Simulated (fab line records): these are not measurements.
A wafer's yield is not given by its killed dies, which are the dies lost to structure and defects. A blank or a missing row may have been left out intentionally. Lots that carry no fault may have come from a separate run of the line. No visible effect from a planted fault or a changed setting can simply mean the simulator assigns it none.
What tool caused it?    flow rit-cmos    Sampling: 14 lots, 42 wafers, 5 of 202 route steps

WHAT THE GAUGES READ, wafer by wafer
RIT_CONTACT_THK_MEAS_01.
lot   measured      on             CONTACT_TEOS_THK (nm)
L520  day 3 04:07   film-metro-04  388 400 399
L521  day 3 07:32   film-metro-02  398 392 402
L523  day 4 02:55   film-metro-02  396 393 400
L525  day 4 11:16   film-metro-04  392 398 401
L528  day 5 00:59   film-metro-04  391 410 399
L529  day 5 15:48   film-metro-04  397 397 407
L531  day 5 17:30   film-metro-01  394 402 393
L534  day 6 11:11   film-metro-02  393 396 314
L535  day 6 14:15   film-metro-04  396 401 405
L536  day 6 22:10   film-metro-04  395 404 400
L537  day 6 22:24   film-metro-01  393 310 402
L541  day 7 17:44   film-metro-01  404 404 406
L542  day 19 11:04  film-metro-01  398 403 398
L543  day 7 23:12   film-metro-01  397 402 415

RIT_CONTACT_CD_MEAS_08: target cd 1000 nm.
lot   measured      on         cd-nm (nm)
L520  day 3 05:16   cd-sem-01  999.9 1001.3 999.9
L521  day 3 08:41   cd-sem-01  999.4 998.6 998.8
L523  day 4 04:07   cd-sem-01  997.2 996.4 1001.0
L525  day 4 12:29   cd-sem-01  998.8 998.6 1001.1
L528  day 5 02:08   cd-sem-02  995.2 999.3 997.8
L529  day 5 16:57   cd-sem-01  1002.4 1001.3 1004.4
L531  day 5 18:47   cd-sem-01  1002.9 1004.9 1002.7
L534  day 6 12:21   cd-sem-01  1001.3 1000.1 1001.3
L535  day 6 15:25   cd-sem-01  1002.1 999.4 999.3
L536  day 6 23:20   cd-sem-02  1000.3 1000.4 1000.5
L537  day 6 23:33   cd-sem-01  996.6 996.6 998.1
L541  day 7 18:54   cd-sem-02  1001.2 1000.3 1002.3
L542  day 19 12:34  cd-sem-02  1000.8 1002.7 1000.2
L543  day 8 00:14   cd-sem-01  1002.6 998.8 1001.8

WHAT TOOL EACH LOT RAN ON (gives the tool, then ch and the chambers of the sampled wafers, and finally the start)
lot   RIT_PWELL_STRIP_09                   RIT_GATE_ETCH_19                 RIT_CONTACT_CVD_00
L520  plasma-asher-03 ch 0,1, day 2 00:13  rie-si-02 ch 1,3, day 2 14:22    pecvd-03 ch 0,1, day 3 04:04
L521  plasma-asher-02 ch 0,1, day 2 04:08  rie-si-01 ch 0,1,3, day 2 17:56  pecvd-02 ch 0,1, day 3 07:29
L523  plasma-asher-01 ch 0,1, day 2 15:21  rie-si-01 ch 1,2,3, day 3 09:59  pecvd-03 ch 0,2, day 4 02:52
L525  plasma-asher-01 ch 0, day 3 00:32    rie-si-01 ch 0,2,3, day 3 21:10  pecvd-01 ch 1,2, day 4 11:13
L528  plasma-asher-01 ch 1, day 3 20:01    rie-si-02 ch 0,2, day 4 10:23    pecvd-01 ch 0,1,2, day 5 00:56
L529  plasma-asher-01 ch 0,1, day 4 01:02  rie-si-01 ch 0,2,3, day 4 22:55  pecvd-03 ch 0,1,2, day 5 15:45
L531  plasma-asher-02 ch 0,1, day 4 09:16  rie-si-01 ch 0,3, day 5 00:51    pecvd-01 ch 1,2, day 5 17:26
L534  plasma-asher-03 ch 0, day 5 00:53    rie-si-02 ch 0,2,3, day 5 20:45  pecvd-01 ch 1,2, day 6 11:07
L535  plasma-asher-03 ch 0, day 5 07:56    rie-si-01 ch 1,2, day 6 00:07    pecvd-02 ch 0,1, day 6 14:11
L536  plasma-asher-03 ch 0,1, day 5 13:15  rie-si-02 ch 1,2,3, day 6 07:10  pecvd-03 ch 0,2, day 6 22:07
L537  plasma-asher-02 ch 0,1, day 5 13:41  rie-si-01 ch 0,2,3, day 6 07:24  pecvd-01 ch 0,1,2, day 6 22:21
L541  plasma-asher-01 ch 1, day 6 10:13    rie-si-01 ch 0,2,3, day 7 04:09  pecvd-02 ch 0,1,2, day 7 17:41
L542  plasma-asher-01 ch 1, day 6 15:04    rie-si-01 ch 1,2, day 18 19:41   pecvd-03 ch 0,1, day 19 10:59
L543  plasma-asher-01 ch 0,1, day 6 18:23  rie-si-02 ch 0,1, day 7 09:21    pecvd-03 ch 0,1, day 7 23:07
- RIT_PWELL_STRIP_09: strips in O2, time 180 s.
- RIT_GATE_ETCH_19: etches poly-Si in SF6/CHF3/O2, stops on SiO2, time 165 s, target depth 312.5 nm.
- RIT_CONTACT_CVD_00: deposits SiO2 from TEOS, target thk 400 nm, time 61 s.

WHAT THE TOOLS THEMSELVES READ (means of the sampled wafers that have a number; where no wafer has one, the mark that the record gives instead)
RIT_PWELL_STRIP_09.
lot   tool             drypump-motor-current-A (A)
L520  plasma-asher-03  6.6
L521  plasma-asher-02  5.7
L523  plasma-asher-01  6.1
L525  plasma-asher-01  5.6
L528  plasma-asher-01  6.4
L529  plasma-asher-01  5.9
L531  plasma-asher-02  5.8
L534  plasma-asher-03  6.8
L535  plasma-asher-03  6.7
L536  plasma-asher-03  6.5
L537  plasma-asher-02  5.8
L541  plasma-asher-01  6.4
L542  plasma-asher-01  6.4
L543  plasma-asher-01  6.1

RIT_GATE_ETCH_19.
lot   tool       drypump-motor-current-A (A)  oes-product-au (a.u.)  throttle-valve-pct (%)
L520  rie-si-02  5.52                         0.845                  10.09
L521  rie-si-01  5.43                         0.840                  10.23
L523  rie-si-01  5.30                         0.844                  10.15
L525  rie-si-01  5.30                         0.840                  10.20
L528  rie-si-02  5.41                         0.849                  10.16
L529  rie-si-01  5.28                         0.844                  10.21
L531  rie-si-01  5.45                         0.857                  10.28
L534  rie-si-02  5.62                         0.860                  10.11
L535  rie-si-01  5.28                         0.855                  10.24
L536  rie-si-02  5.56                         0.848                  10.14
L537  rie-si-01  5.31                         0.837                  10.20
L541  rie-si-01  5.29                         0.849                  10.21
L542  rie-si-01  5.41                         0.830                  10.27
L543  rie-si-02  5.14                         0.868                  10.17

RIT_CONTACT_CVD_00.
lot   tool      heater-power-w (W)
L520  pecvd-03  381
L521  pecvd-02  351
L523  pecvd-03  293
L525  pecvd-01  339
L528  pecvd-01  302
L529  pecvd-03  341
L531  pecvd-01  346
L534  pecvd-01  347
L535  pecvd-02  318
L536  pecvd-03  274
L537  pecvd-01  338
L541  pecvd-02  312
L542  pecvd-03  318
L543  pecvd-03  368

THE ANSWER, worked out from the rows above alone
Rule: what is usual is taken from the lots themselves. Put in order of their means at a reading, lots are off if they are a third of the lots or fewer, leave a main group of 4 or more, and stand apart from it by a gap of 3 or more times the standard deviation of the main group's means; of several such gaps the widest counts. A main group is skipped when, at the precision printed for the reading in the tables above, its means are all equal. A lot without any number at a reading at which 4 lots or more have one is off too. Any other lot the step has rows for is counted as sound. The gauges are gone through in route order, then the tools' own readings, and for those a lot's mean is taken as printed above. At the first step where some lot is off, the reading lying furthest off is the one used; lots without a number count as furthest.
Off: L534, L537, at RIT_CONTACT_THK_MEAS_01 (CONTACT_TEOS_THK). Mean 399 nm and standard deviation 2.9 in the main group.
A tool fits if, at a process step before that reading, it ran every lot that is off, and no sound lot after the first of them. Gauges at RIT_CONTACT_THK_MEAS_01: tried the same way as those tools. One candidate fits, namely pecvd-01 at RIT_CONTACT_CVD_00. A fault onset in the window from L531 (day 5 17:26, its last sound lot) to L534 (day 6 11:07, its first lot off) fits.

WHAT THE SIMULATOR PUT IN
pecvd-01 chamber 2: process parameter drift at RIT_CONTACT_CVD_00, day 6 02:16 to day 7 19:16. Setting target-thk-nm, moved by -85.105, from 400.
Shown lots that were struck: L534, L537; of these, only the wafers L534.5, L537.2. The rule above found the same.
